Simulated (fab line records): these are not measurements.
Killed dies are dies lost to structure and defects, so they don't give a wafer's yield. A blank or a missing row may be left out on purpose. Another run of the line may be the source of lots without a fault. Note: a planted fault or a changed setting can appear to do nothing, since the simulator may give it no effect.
A struck lot beside a sound one || flow rit_cmos || 43 out of 202 route steps
Sound: the wafers L943.3, L943.5, L943.6. Struck: wafer L961.3 (left out: L961.2, L961.4 of the same lot, which were not struck); the cause appears at the end.
Per side, at each step with rows, come the tool, then ch with its chambers, and then its first start. Under that, the readings that differ: sound wafers || struck wafers || difference of the means || sigmas: that difference in standard deviations of wafers without a fault.
alike: a reading whose means differ by less than 2 such deviations, as well as words and numbers matching on both sides. not compared: withheld readings; readings where some wafer has no value; bounds like >300 that might hide an equal value; numbers whose values overlap and for which the record gives no deviation.
Wherever a step has rows on one side only, a row that says differs or no value, or a row with sigmas, the two part there. When numbers do not overlap yet have no deviation, they are printed without sigmas and do not part them. A reading that every wafer of one side lacks parts them only if that side has two wafers or more.

RIT_SDANNEAL_RTA_03: time 4.891 s.
  sound on rtp_anneal-01 ch 0, day 3 10:38; struck on rtp_anneal-02 ch 0, day 7 07:50
  alike: ramp_up_c_per_s, wafer_temp_C_max
RIT_SDANNEAL_RS_MEAS_04: a four-point-probe measurement.
  struck on film_metro-03, day 7 07:54; sound on film_metro-01, day 3 10:43
  alike: PSD_RS
RIT_SDANNEAL_RS_MEAS_05: a four-point-probe measurement.
  struck on film_metro-03, day 7 08:01; sound on film_metro-01, day 3 10:50
{"reading": "NSD_RS (ohm/sq)", "sound": "84.43 84.89 84.72", "struck": 83.91, "difference": -0.77, "sigmas": -3}
RIT_SDANNEAL_RS_MEAS_06: a four-point-probe measurement.
  struck on film_metro-03, day 7 08:08; sound on film_metro-01, day 3 10:57
{"reading": "PLDD_RS (ohm/sq)", "sound": "180.0 180.5 180.0", "struck": 178.8, "difference": -1.4, "sigmas": -3}
RIT_SDANNEAL_RS_MEAS_07: a four-point-probe measurement.
  struck on film_metro-03, day 7 08:16; sound on film_metro-01, day 3 11:04
{"reading": "NLDD_RS (ohm/sq)", "sound": "154.5 154.6 154.2", "struck": 152.7, "difference": -1.7, "sigmas": -3}
then, 2 steps without rows for these wafers: RIT_SILICIDE_WET_ETCH_00 (etches SiO2 in BOE, target depth 14 nm, time 15 s); RIT_SILICIDE_SPUTTER_01 (material Ti, target thk 30 nm, time 240 s).
RIT_SILICIDE_RS_MEAS_02: a four-point-probe measurement.
  struck on film_metro-02, day 7 08:32; sound on film_metro-03, day 3 11:22
  alike: SILICIDE_TI_RS
RIT_SILICIDE_THK_MEAS_03: measures by xrf.
  struck on film_metro-02, day 7 08:39; sound on film_metro-03, day 3 11:28
  alike: SILICIDE_TI_THK
RIT_SILICIDE_RTA_04: time 10 s, ramp up 5 s, ramp down 5 s.
  sound on rtp_anneal-02 ch 0, day 3 11:32; struck on rtp_anneal-01 ch 0, day 7 08:43
{"reading": "wafer_temp_C_max", "sound": "652.0 651.8 652.3", "struck": 653.8, "difference": "+1.8", "sigmas": "+2"}
then, 1 step without rows for these wafers: RIT_SILICIDE_WET_ETCH_05 (etches Ti in SPM, time 120 s).
RIT_SILICIDE_RTA_06: time 10 s, ramp up 5 s, ramp down 10 s.
  sound on rtp_anneal-01 ch 0, day 3 11:41; struck on rtp_anneal-02 ch 0, day 7 08:49
  alike: wafer_temp_C_max
RIT_CONTACT_CVD_00: deposits SiO2 from TEOS, target thk 400 nm, time 61 s.
  sound on pecvd-03 ch 0,1,2, day 3 11:43; struck on pecvd-03 ch 1, day 7 08:53
{"reading": "heater_power_w (W)", "sound": "343 261 366", "struck": 192, "difference": -131, "sigmas": -2}
{"reading": "rf_fwd_power_W (W)", "sound": "398.0 397.7 398.9", "struck": 555.8, "difference": "+157.6", "sigmas": "+88"}
{"reading": "model.SiO2_of_CONTACT_CVD_00.thk_nm (nm)", "sound": "399.5 405.2 400.9", "struck": 440.6, "difference": "+38.7", "sigmas": ""}
RIT_CONTACT_THK_MEAS_01:
  struck on film_metro-01, day 7 08:58; sound on film_metro-01, day 3 11:47
{"reading": "CONTACT_TEOS_THK (nm)", "sound": "399 405 401", "struck": 440, "difference": "+38", "sigmas": "+7"}
then, 6 steps without rows for these wafers: RIT_CONTACT_HMDS_02 (prime time 60 s); RIT_CONTACT_COAT_03 (resist thk 1000 nm); RIT_CONTACT_SOFTBAKE_04 (time 60 s); RIT_CONTACT_EXPOSE_05 (exposes mask M11, target cd 1000 nm); RIT_CONTACT_PEB_06; RIT_CONTACT_DEVELOP_07 (develop time 120 s).
RIT_CONTACT_CD_MEAS_08: the cd target is 1000 nm.
  struck on cd_sem-01, day 7 10:02; sound on cd_sem-01, day 3 12:52
  alike: cd_nm
RIT_CONTACT_OVL_MEAS_09:
  struck on overlay-02, day 7 10:08; sound on overlay-02, day 3 12:58
{"reading": "CONTACT_OVL (nm)", "sound": "0.9 1.3 1.6", "struck": -1.6, "difference": -2.9, "sigmas": -2}
then, 1 step without rows for these wafers: RIT_CONTACT_HARDBAKE_10 (time 60 s).
RIT_CONTACT_ETCH_11: etches SiO2 in CHF3/CF4/Ar, stops on TiSi2, target depth 480 nm, time 320 s.
  sound on rie_diel-01 ch 1,2, day 3 13:08; struck on rie_diel-03 ch 2, day 7 10:25
{"reading": "throttle_valve_pct (%)", "sound": "8.87 9.09 8.87", "struck": 8.61, "difference": -0.33, "sigmas": -2}
{"reading": "model.etch.depth_nm (nm)", "sound": "399.5 405.2 400.9", "struck": 440.6, "difference": "+38.7", "sigmas": ""}
{"reading": "model.CONTACT.feature_depth_nm (nm)", "sound": "399.5 405.2 400.9", "struck": 440.6, "difference": "+38.7", "sigmas": ""}
  alike: CHF3_flow_sccm, drypump_motor_current_A, oes_product_au
  not compared: rf_hours_counter_h
RIT_CONTACT_STRIP_12: strips in O2, time 180 s.
  sound on plasma_asher-01 ch 0,1, day 3 13:23; struck on plasma_asher-01 ch 1, day 7 10:37
  alike: drypump_motor_current_A
  not compared: rf_hours_counter_h
RIT_CONTACT_CD_MEAS_90: the cd target is 1000 nm.
  struck on cd_sem-02, day 7 10:49; sound on cd_sem-01, day 3 13:33
  alike: cd_nm
then, 2 steps without rows for these wafers: RIT_CONTACT_CLEAN_13 (cleans in SC1, time 600 s); RIT_CONTACT_CLEAN_14 (cleans in SC2, time 600 s).
RIT_M1_SPUTTER_00: material Al, target thk 400 nm, time 500 s.
  struck on pvd_sputter-01, day 7 11:16; sound on pvd_sputter-02, day 3 13:59
  alike: throttle_valve_pct
RIT_M1_RS_MEAS_01: a four-point-probe measurement.
  struck on film_metro-03, day 7 11:34; sound on film_metro-04, day 3 14:20
  alike: M1_AL_RS
RIT_M1_THK_MEAS_02: measures by xrf.
  struck on film_metro-03, day 7 11:41; sound on film_metro-04, day 3 14:26
  alike: M1_AL_THK
then, 6 steps without rows for these wafers: RIT_M1_HMDS_03 (prime time 60 s); RIT_M1_COAT_04 (resist thk 1300 nm); RIT_M1_SOFTBAKE_05 (time 60 s); RIT_M1_EXPOSE_06 (exposes mask M12, target cd 2600 nm); RIT_M1_PEB_07; RIT_M1_DEVELOP_08 (develop time 68 s).
RIT_M1_CD_MEAS_09: the cd target is 2600 nm.
  struck on cd_sem-01, day 7 12:46; sound on cd_sem-01, day 3 15:23
  alike: cd_nm
RIT_M1_OVL_MEAS_10:
  struck on overlay-02, day 7 12:53; sound on overlay-01, day 3 15:29
  alike: M1_OVL
then, 1 step without rows for these wafers: RIT_M1_HARDBAKE_11 (time 120 s).
RIT_M1_METAL_ETCH_12: etches Al in Cl2/BCl3, stops on SiO2, time 165 s, target depth 600 nm.
  sound on rie_metal-04 ch 0,1, day 3 15:49; struck on rie_metal-03 ch 0, day 7 13:10
{"reading": "model.SiO2_of_CONTACT_CVD_00.thk_nm (nm)", "sound": "362.6 368.4 364.5", "struck": 405.1, "difference": "+39.9", "sigmas": ""}
  alike: drypump_motor_current_A, oes_product_au, throttle_valve_pct
  not compared: rf_hours_counter_h
then, 1 step without rows for these wafers: RIT_M1_STRIP_13 (strips in nmp, time 600 s).
RIT_M1_PROBE_99:
  struck on prober-02, day 7 16:58; sound on prober-02, day 3 18:17
{"reading": "model.etest.field_p_metal.vt_v (V)", "sound": "-29.74 -29.25 -30.29", "struck": -30.93, "difference": -1.17, "sigmas": ""}
{"reading": "model.etest.antenna_contact.vt_shift_v (V)", "sound": "-0.008814 -0.01645 -0.01175", "struck": 0.0002977, "difference": "+0.0126357", "sigmas": ""}
  alike: killed_at_M0_to_M3, killed_at_contacts, killed_at_front_end, killed_dies, killed_open, killed_short

== WHERE THEY PART ==
Earliest at RIT_SDANNEAL_RS_MEAS_05; latest, in this record, at RIT_CONTACT_ETCH_11. Later steps at which nothing parts them and some readings are alike: RIT_CONTACT_STRIP_12, RIT_CONTACT_CD_MEAS_90, RIT_M1_SPUTTER_00, RIT_M1_RS_MEAS_01, RIT_M1_THK_MEAS_02, RIT_M1_CD_MEAS_09, RIT_M1_OVL_MEAS_10, RIT_M1_METAL_ETCH_12, RIT_M1_PROBE_99.

WHY: what had been put in by the simulator
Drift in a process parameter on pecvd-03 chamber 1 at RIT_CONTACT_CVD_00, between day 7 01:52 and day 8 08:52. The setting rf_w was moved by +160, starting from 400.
